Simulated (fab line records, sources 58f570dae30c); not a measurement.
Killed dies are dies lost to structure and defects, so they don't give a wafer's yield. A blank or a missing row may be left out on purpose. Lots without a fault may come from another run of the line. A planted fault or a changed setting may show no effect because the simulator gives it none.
Which tool did it? | flow berkeley_cmos170 | 14 lots, 42 wafers sampled, at 6 steps of a route of 331

WHAT THE GAUGES READ, wafer by wafer
UCB170_START_BOW_MEAS_00.
lot  | measured    | on            | INCOMING_BOW (um)
L583 | day 1 10:00 | film_metro-01 | -3 6 -11
L585 | day 1 20:01 | film_metro-03 | 3 -5 -3
L586 | day 2 01:02 | film_metro-04 | -4 -3 2
L589 | day 2 16:02 | film_metro-03 | -1 -2 -1
L590 | day 2 21:00 | film_metro-01 | 6 10 -11
L591 | day 3 02:01 | film_metro-01 | 0 7 5
L592 | day 3 07:02 | film_metro-03 | -2 -10 -8
L598 | day 4 13:02 | film_metro-04 | -1 2 2
L600 | day 4 23:00 | film_metro-04 | 2 3 -1
L601 | day 5 04:00 | film_metro-01 | -5 0 -1
L602 | day 5 09:02 | film_metro-01 | -7 1 3
L604 | day 5 19:02 | film_metro-04 | -3 -3 4
L605 | day 6 00:02 | film_metro-03 | 5 3 -3
L606 | day 6 05:01 | film_metro-01 | -2 14 1

UCB170_PLDD_TW_MEAS_11.
lot  | measured     | on            | PLDD_TW
L583 | day 6 23:32  | film_metro-01 | 1024 1024 1029
L585 | day 7 15:43  | film_metro-01 | 1029 1023 1027
L586 | day 7 14:54  | film_metro-01 | 1025 1026 1028
L589 | day 8 15:04  | film_metro-03 | 1023 1023 1024
L590 | day 8 14:34  | film_metro-04 | 1011 1021 1019
L591 | day 8 14:40  | film_metro-03 | 1026 1026 1029
L592 | day 8 14:53  | film_metro-04 | 1016 1013 1018
L598 | day 9 22:14  | film_metro-04 | 979 978 974
L600 | day 10 09:42 | film_metro-03 | 995 994 989
L601 | day 10 16:59 | film_metro-04 | 1012 1012 1008
L602 | day 11 08:59 | film_metro-04 | 1009 1007 1007
L604 | day 11 18:20 | film_metro-01 | 1016 1019 1016
L605 | day 11 18:00 | film_metro-04 | 1004 1008 1004
L606 | day 11 17:18 | film_metro-03 | 1023 1027 1026

UCB170_SDANNEAL_RS_MEAS_04: measures by four-point-probe.
lot  | measured     | on            | PLDD_RS (ohm/sq)
L583 | day 7 11:25  | film_metro-01 | 1029.1 1032.5 1030.3
L585 | day 8 09:22  | film_metro-03 | 1032.0 1033.3 1033.3
L586 | day 8 08:45  | film_metro-01 | 1028.8 1028.5 1029.8
L589 | day 9 09:34  | film_metro-04 | 1033.6 1033.4 1033.8
L590 | day 9 08:38  | film_metro-03 | 1032.2 1036.7 1034.1
L591 | day 9 08:47  | film_metro-04 | 1030.3 1028.7 1032.1
L592 | day 9 09:10  | film_metro-01 | 1036.4 1034.3 1032.4
L598 | day 10 13:58 | film_metro-03 | 1122.2 1125.5 1122.9
L600 | day 11 02:20 | film_metro-04 | 1121.5 1122.5 1124.0
L601 | day 11 07:15 | film_metro-01 | 1034.6 1031.5 1036.2
L602 | day 11 22:01 | film_metro-03 | 1034.5 1033.3 1034.1
L604 | day 12 07:43 | film_metro-03 | 1035.7 1034.9 1035.5
L605 | day 12 08:05 | film_metro-01 | 1032.9 1033.0 1035.1
L606 | day 12 07:30 | film_metro-04 | 1030.6 1031.3 1031.0

UCB170_M1_CD_MEAS_90: target cd 700 nm.
lot  | measured     | on        | cd_nm (nm)
L583 | day 7 19:25  | cd_sem-01 | 699.7 702.2 702.3
L585 | day 8 17:49  | cd_sem-01 | 696.2 696.9 694.8
L586 | day 8 16:40  | cd_sem-01 | 699.7 699.1 701.6
L589 | day 9 17:55  | cd_sem-01 | 698.8 702.7 698.7
L590 | day 9 16:09  | cd_sem-02 | 698.0 703.8 699.3
L591 | day 9 16:14  | cd_sem-01 | 697.0 697.3 695.9
L592 | day 9 17:16  | cd_sem-01 | 700.3 698.9 703.0
L598 | day 10 20:56 | cd_sem-02 | 701.1 701.2 700.1
L600 | day 11 10:02 | cd_sem-02 | 701.1 696.6 697.8
L601 | day 11 14:31 | cd_sem-02 | 698.9 703.8 700.5
L602 | day 12 05:43 | cd_sem-01 | 703.2 697.5 703.9
L604 | day 12 16:51 | cd_sem-01 | 699.2 698.4 699.5
L605 | day 12 16:31 | cd_sem-01 | 703.3 699.2 697.7
L606 | day 12 16:11 | cd_sem-02 | 702.0 701.2 699.7

UCB170_M3_CD_MEAS_15: target cd 700 nm.
lot  | measured     | on        | cd_nm (nm)
L583 | day 8 12:44  | cd_sem-01 | 700.1 699.0 700.6
L585 | day 9 11:42  | cd_sem-02 | 702.5 701.3 700.7
L586 | day 9 10:49  | cd_sem-02 | 699.0 699.4 699.3
L589 | day 10 07:26 | cd_sem-01 | 700.4 699.3 698.9
L590 | day 10 04:14 | cd_sem-01 | 700.7 701.2 700.9
L591 | day 10 06:27 | cd_sem-02 | 700.0 700.3 701.0
L592 | day 10 07:17 | cd_sem-01 | 700.5 700.8 701.6
L598 | day 11 08:43 | cd_sem-01 | 700.6 700.4 701.2
L600 | day 12 00:28 | cd_sem-01 | 700.9 700.8 699.6
L601 | day 12 02:01 | cd_sem-01 | 701.3 702.4 701.0
L602 | day 12 19:22 | cd_sem-02 | 697.9 698.6 698.2
L604 | day 13 07:23 | cd_sem-02 | 701.0 699.0 700.1
L605 | day 13 06:13 | cd_sem-02 | 696.8 696.8 697.5
L606 | day 13 04:40 | cd_sem-01 | 703.1 701.8 703.6

WHICH TOOL RAN EACH LOT (tool, then ch and the chambers of the sampled wafers, then the start)
lot  | UCB170_PLDD_IMPLANT_08
L583 | implanter-04 ch 0, day 6 23:08
L585 | implanter-01 ch 0, day 7 15:20
L586 | implanter-01 ch 0, day 7 14:32
L589 | implanter-04 ch 0, day 8 14:42
L590 | implanter-01 ch 0, day 8 14:10
L591 | implanter-04 ch 0, day 8 14:17
L592 | implanter-01 ch 0, day 8 14:31
L598 | implanter-01 ch 0, day 9 21:52
L600 | implanter-01 ch 0, day 10 09:18
L601 | implanter-04 ch 0, day 10 16:35
L602 | implanter-03 ch 0, day 11 08:37
L604 | implanter-03 ch 0, day 11 17:55
L605 | implanter-04 ch 0, day 11 17:38
L606 | implanter-03 ch 0, day 11 16:55
- UCB170_PLDD_IMPLANT_08

WHAT THE TOOLS THEMSELVES READ (means of the sampled wafers that have a number; where no wafer has one, the mark that the record gives instead)
UCB170_PLDD_IMPLANT_08.
lot  | tool         | beam_on_s (s) | end_station_pressure_torr (Torr) | faraday_current_uA
L583 | implanter-04 | 10.13         | 4.99e-06                         | 157
L585 | implanter-01 | 10.11         | 5.09e-06                         | 157
L586 | implanter-01 | 9.70          | 5.16e-06                         | 164
L589 | implanter-04 | 9.97          | 4.97e-06                         | 159
L590 | implanter-01 | 10.01         | 5.28e-06                         | 158
L591 | implanter-04 | 9.76          | 4.89e-06                         | 162
L592 | implanter-01 | 9.95          | 5.00e-06                         | 159
L598 | implanter-01 | 8.03          | 4.86e-06                         | 197
L600 | implanter-01 | 7.97          | 5.20e-06                         | 198
L601 | implanter-04 | 10.15         | 5.32e-06                         | 156
L602 | implanter-03 | 9.91          | 5.15e-06                         | 160
L604 | implanter-03 | 9.99          | 5.17e-06                         | 159
L605 | implanter-04 | 9.96          | 5.35e-06                         | 160
L606 | implanter-03 | 10.20         | 5.16e-06                         | 155

THE ANSWER, worked out from the rows above alone
Rule: what is usual is taken from the lots themselves. Put in order of their means at a reading, lots are off if they are a third of the lots or fewer, leave a main group of 4 or more, and stand apart from it by a gap of 3 or more times the standard deviation of the main group's means; of several such gaps the widest counts. A main group whose means are all the same, to the digits that the tables above print for the reading, isn't used. A lot without any number at a reading at which 4 lots or more have one is off too. The other lots that the step has rows for count as sound. The gauges are gone through in route order, then the tools' own readings, and for those a lot's mean is taken as printed above. The first step at which some lot is off is used, and at that step the reading that is off furthest; a lot without a number counts as furthest.
Off: L598, L600, at UCB170_SDANNEAL_RS_MEAS_04 (PLDD_RS). The main group: mean 1032.8 ohm/sq, standard deviation 1.9.
A tool fits if, at a process step before that reading, it ran every lot that is off, and no sound lot after the first of them. The gauges at UCB170_SDANNEAL_RS_MEAS_04 aren't tried: what is off there is off at UCB170_PLDD_IMPLANT_08 too, on other tools, and a gauge's error can't cause that. One fits: implanter-01 at UCB170_PLDD_IMPLANT_08. Its last sound lot is L592 (day 8 14:31), its first lot that is off L598 (day 9 21:52): a fault that began between those two fits.
The tool's own readings at UCB170_PLDD_IMPLANT_08 bear it out: on the lots that are off they differ by more than 5 times the standard deviation of the sound lots' means. beam_on_s reads 8.00 s there against 9.99 s on the sound lots; faraday_current_uA reads 198 there against 159 on the sound lots.

WHAT THE SIMULATOR HAD PUT IN
Process parameter drift: implanter-01, from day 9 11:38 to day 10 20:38, at UCB170_PLDD_IMPLANT_08. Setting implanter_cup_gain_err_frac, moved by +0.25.
Lots struck among those shown: L598, L600. The rule above found the same.
